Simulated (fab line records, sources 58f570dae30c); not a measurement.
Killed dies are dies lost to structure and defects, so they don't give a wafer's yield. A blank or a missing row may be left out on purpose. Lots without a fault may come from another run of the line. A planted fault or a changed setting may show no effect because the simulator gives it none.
Which tool did it? | flow berkeley_cmos170 | 14 lots, 42 wafers sampled, at 7 steps of a route of 331

WHAT THE GAUGES READ, wafer by wafer
UCB170_CONTACT_OVL_MEAS_16. Usual: CONTACT_OVL -3 nm, standard deviation 4.
lot  | measured     | on         | CONTACT_OVL (nm) | flag
L648 | day 6 18:54  | overlay-02 | -2 -5 -2         |
L647 | day 6 19:19  | overlay-02 | -3 -2 1          |
L650 | day 7 15:12  | overlay-02 | -3 -5 2          |
L651 | day 7 16:33  | overlay-01 | -1 2 -3          |
L653 | day 8 02:37  | overlay-01 | -1 2 -5          |
L654 | day 8 17:26  | overlay-02 | -4 -11 -8        |
L656 | day 8 17:36  | overlay-01 | 0 -2 -6          |
L662 | day 10 04:51 | overlay-02 | -18 -18 -9       |
L663 | day 10 05:47 | overlay-02 | -9 -9 -12        |
L664 | day 10 08:46 | overlay-01 | -3 -5 -6         |
L666 | day 11 00:06 | overlay-02 | -6 -1 -7         |
L667 | day 11 00:12 | overlay-02 | -1 -1 0          |
L668 | day 11 10:54 | overlay-01 | 4 -1 0           |
L670 | day 11 14:40 | overlay-01 | -7 -5 -11        |

UCB170_M1_RS_MEAS_01: measures by four-point-probe. Usual: M1_AL_RS 0.0483 ohm/sq, standard deviation 0.00044.
lot  | measured     | on            | M1_AL_RS (ohm/sq)    | flag
L648 | day 6 19:34  | film_metro-03 | 0.0483 0.0479 0.0482 |
L647 | day 6 20:00  | film_metro-03 | 0.0488 0.0486 0.0485 |
L650 | day 7 15:53  | film_metro-04 | 0.0482 0.0482 0.0477 |
L651 | day 7 17:26  | film_metro-04 | 0.0483 0.0491 0.0483 |
L653 | day 8 03:34  | film_metro-04 | 0.0238 0.0237 0.0239 | OFF
L654 | day 8 20:12  | film_metro-03 | 0.0488 0.0497 0.0496 |
L656 | day 8 20:11  | film_metro-04 | 0.0484 0.0491 0.0486 |
L662 | day 10 05:32 | film_metro-03 | 0.0484 0.0480 0.0487 |
L663 | day 10 06:41 | film_metro-04 | 0.0238 0.0238 0.0238 | OFF
L664 | day 10 09:27 | film_metro-02 | 0.0478 0.0480 0.0476 |
L666 | day 11 01:01 | film_metro-02 | 0.0477 0.0484 0.0481 |
L667 | day 11 01:01 | film_metro-03 | 0.0485 0.0478 0.0483 |
L668 | day 11 11:34 | film_metro-04 | 0.0477 0.0478 0.0480 |
L670 | day 11 16:12 | film_metro-04 | 0.0494 0.0486 0.0483 |

UCB170_M1_THK_MEAS_02: measures by xrf. Usual: M1_AL_THK 606 nm, standard deviation 5.5.
lot  | measured     | on            | M1_AL_THK (nm) | flag
L648 | day 6 19:41  | film_metro-03 | 608 608 605    |
L647 | day 6 20:06  | film_metro-03 | 604 604 605    |
L650 | day 7 16:00  | film_metro-04 | 601 605 609    |
L651 | day 7 17:32  | film_metro-04 | 602 596 605    |
L653 | day 8 03:40  | film_metro-04 | 1221 1220 1211 | OFF
L654 | day 8 20:18  | film_metro-03 | 601 592 593    |
L656 | day 8 20:17  | film_metro-04 | 607 594 602    |
L662 | day 10 05:38 | film_metro-03 | 608 614 606    |
L663 | day 10 06:48 | film_metro-04 | 1228 1219 1216 | OFF
L664 | day 10 09:34 | film_metro-02 | 612 615 615    |
L666 | day 11 01:08 | film_metro-02 | 612 604 610    |
L667 | day 11 01:08 | film_metro-03 | 605 614 605    |
L668 | day 11 11:41 | film_metro-04 | 614 614 613    |
L670 | day 11 16:19 | film_metro-04 | 594 604 604    |

UCB170_V1_THK_MEAS_01. Usual: V1_TEOS_THK 2001 nm, standard deviation 28.
lot  | measured     | on            | V1_TEOS_THK (nm) | flag
L648 | day 7 02:30  | film_metro-04 | 2000 2011 2010   |
L647 | day 7 02:31  | film_metro-01 | 2008 2038 2035   |
L650 | day 8 02:11  | film_metro-04 | 2021 2009 2007   |
L651 | day 8 02:12  | film_metro-02 | 1985 2050 2015   |
L654 | day 9 00:24  | film_metro-04 | 1960 1973 1996   |
L656 | day 9 00:23  | film_metro-02 | 2007 1999 1997   |
L662 | day 10 11:37 | film_metro-01 | 2036 2046 2048   |
L664 | day 10 14:27 | film_metro-02 | 2005 1965 2000   |
L666 | day 11 06:36 | film_metro-01 | 1973 1990 2021   |
L667 | day 11 06:27 | film_metro-01 | 1994 2030 2018   |
L668 | day 11 17:02 | film_metro-04 | 1941 1986 2021   |
L670 | day 11 21:23 | film_metro-01 | 1952 2012 1998   |

WHICH TOOL RAN EACH LOT (tool, then ch and the chambers of the sampled wafers, then the start)
lot  | UCB170_M1_SPUTTER_00         | UCB170_M1_METAL_ETCH_12           | UCB170_M1_STRIP_13
L648 | pvd_sputter-03, day 6 19:31  | rie_metal-03 ch 0,1, day 6 21:36  | plasma_asher-03 ch 0,1, day 6 21:44
L647 | pvd_sputter-01, day 6 19:54  | rie_metal-04 ch 0,1, day 6 21:46  | plasma_asher-02 ch 0,1, day 6 21:53
L650 | pvd_sputter-02, day 7 15:49  | rie_metal-04 ch 0, day 7 17:27    | plasma_asher-03 ch 0,1, day 7 17:43
L651 | pvd_sputter-01, day 7 17:20  | rie_metal-02 ch 0,1, day 7 18:40  | plasma_asher-04 ch 0,1, day 7 18:47
L653 | pvd_sputter-01, day 8 03:14  | rie_metal-04 ch 0, day 8 05:18    | plasma_asher-04 ch 0,1, day 8 05:28
L654 | pvd_sputter-01, day 8 20:06  | rie_metal-02 ch 0,1, day 8 21:33  | plasma_asher-03 ch 0,1, day 8 21:40
L656 | pvd_sputter-02, day 8 20:06  | rie_metal-03 ch 0,1, day 8 21:45  | plasma_asher-02 ch 0, day 8 21:53
L662 | pvd_sputter-02, day 10 05:26 | rie_metal-03 ch 0,1, day 10 07:11 | plasma_asher-02 ch 0,1, day 10 07:18
L663 | pvd_sputter-01, day 10 06:23 | rie_metal-04 ch 0, day 10 08:14   | plasma_asher-03 ch 0,1, day 10 08:22
L664 | pvd_sputter-03, day 10 09:22 | rie_metal-02 ch 0,1, day 10 10:39 | plasma_asher-03 ch 0,1, day 10 10:47
L666 | pvd_sputter-01, day 11 00:57 | rie_metal-03 ch 0,1, day 11 03:28 | plasma_asher-02 ch 0,1, day 11 03:35
L667 | pvd_sputter-03, day 11 00:57 | rie_metal-02 ch 0,1, day 11 03:23 | plasma_asher-03 ch 0,1, day 11 03:31
L668 | pvd_sputter-01, day 11 11:30 | rie_metal-04 ch 0,1, day 11 13:11 | plasma_asher-04 ch 0,1, day 11 13:19
L670 | pvd_sputter-02, day 11 16:07 | rie_metal-02 ch 0,1, day 11 17:47 | plasma_asher-02 ch 0,1, day 11 17:55
- UCB170_M1_SPUTTER_00: material Al, target thk 600 nm, time 80 s.
- UCB170_M1_METAL_ETCH_12: etches Al in Cl2/BCl3, stops on PSG, target depth 780 nm, time 130 s.
- UCB170_M1_STRIP_13: strips in O2.

WHAT THE TOOLS THEMSELVES READ (means of the sampled wafers that have a number; where no wafer has one, the mark that the record gives instead)
UCB170_M1_SPUTTER_00. Usual: throttle_valve_pct 30.5 %, standard deviation 1.
lot  | tool           | throttle_valve_pct (%) | flag
L648 | pvd_sputter-03 | 31.2                   |
L647 | pvd_sputter-01 | 30.5                   |
L650 | pvd_sputter-02 | 30.8                   |
L651 | pvd_sputter-01 | 29.9                   |
L653 | pvd_sputter-01 | 29.9                   |
L654 | pvd_sputter-01 | 30.1                   |
L656 | pvd_sputter-02 | 30.9                   |
L662 | pvd_sputter-02 | 30.0                   |
L663 | pvd_sputter-01 | 31.2                   |
L664 | pvd_sputter-03 | 31.5                   |
L666 | pvd_sputter-01 | 30.2                   |
L667 | pvd_sputter-03 | 30.4                   |
L668 | pvd_sputter-01 | 29.9                   |
L670 | pvd_sputter-02 | 30.2                   |

UCB170_M1_METAL_ETCH_12. Usual: drypump_motor_current_A 5.7 A, standard deviation 0.49; oes_product_au 0.859 a.u., standard deviation 0.013; throttle_valve_pct 24.36 %, standard deviation 0.15.
lot  | tool         | drypump_motor_current_A (A) | oes_product_au (a.u.) | throttle_valve_pct (%) | flag
L648 | rie_metal-03 | 6.3                         | 0.856                 | 24.41                  |
L647 | rie_metal-04 | 5.1                         | 0.852                 | 24.27                  |
L650 | rie_metal-04 | 5.1                         | 0.865                 | 24.23                  |
L651 | rie_metal-02 | 5.8                         | 0.868                 | 24.51                  |
L653 | rie_metal-04 | 5.1                         | 1.021                 | 24.15                  | OFF
L654 | rie_metal-02 | 5.9                         | 0.864                 | 24.38                  |
L656 | rie_metal-03 | 6.3                         | 0.856                 | 24.47                  |
L662 | rie_metal-03 | 6.1                         | 0.860                 | 24.42                  |
L663 | rie_metal-04 | 5.1                         | 1.021                 | 24.16                  | OFF
L664 | rie_metal-02 | 5.9                         | 0.876                 | 24.38                  |
L666 | rie_metal-03 | 6.0                         | 0.857                 | 24.42                  |
L667 | rie_metal-02 | 5.9                         | 0.872                 | 24.38                  |
L668 | rie_metal-04 | 5.2                         | 0.847                 | 24.23                  |
L670 | rie_metal-02 | 5.8                         | 0.860                 | 24.52                  |

UCB170_M1_STRIP_13. Usual: drypump_motor_current_A 5.6 A, standard deviation 0.5; oes_product_au 0.720 a.u., standard deviation 0.0047.
lot  | tool            | drypump_motor_current_A (A) | oes_product_au (a.u.) | flag
L648 | plasma_asher-03 | 6.0                         | 0.722                 |
L647 | plasma_asher-02 | 5.7                         | 0.725                 |
L650 | plasma_asher-03 | 5.7                         | 0.718                 |
L651 | plasma_asher-04 | 5.1                         | 0.724                 |
L653 | plasma_asher-04 | 5.1                         | 0.718                 |
L654 | plasma_asher-03 | 5.9                         | 0.717                 |
L656 | plasma_asher-02 | 5.2                         | 0.725                 |
L662 | plasma_asher-02 | 5.6                         | 0.719                 |
L663 | plasma_asher-03 | 5.9                         | 0.717                 |
L664 | plasma_asher-03 | 5.7                         | 0.719                 |
L666 | plasma_asher-02 | 5.4                         | 0.717                 |
L667 | plasma_asher-03 | 5.7                         | 0.718                 |
L668 | plasma_asher-04 | 5.6                         | 0.720                 |
L670 | plasma_asher-02 | 5.4                         | 0.720                 |

THE ANSWER, worked out from the rows above alone
Rule: a lot is off if the mean of its wafers that have a number lies more than 3 standard deviations from the usual mean. A lot without any number at a reading at which 4 lots or more have one is off too. The other lots that the step has rows for count as sound. The gauges are gone through in route order, then the tools' own readings, and for those a lot's mean is taken as printed above. The first step at which some lot is off is used, and at that step the reading that is off furthest; a lot without a number counts as furthest.
Off: L653, L663, at UCB170_M1_RS_MEAS_01 (M1_AL_RS).
A tool fits if, at a process step before that reading, it ran every lot that is off, and no sound lot after the first of them. The gauges at UCB170_M1_RS_MEAS_01 aren't tried: what is off there is off at UCB170_M1_METAL_ETCH_12 too, on other tools, and a gauge's error can't cause that. None of those tried fits.

WHAT THE SIMULATOR HAD PUT IN
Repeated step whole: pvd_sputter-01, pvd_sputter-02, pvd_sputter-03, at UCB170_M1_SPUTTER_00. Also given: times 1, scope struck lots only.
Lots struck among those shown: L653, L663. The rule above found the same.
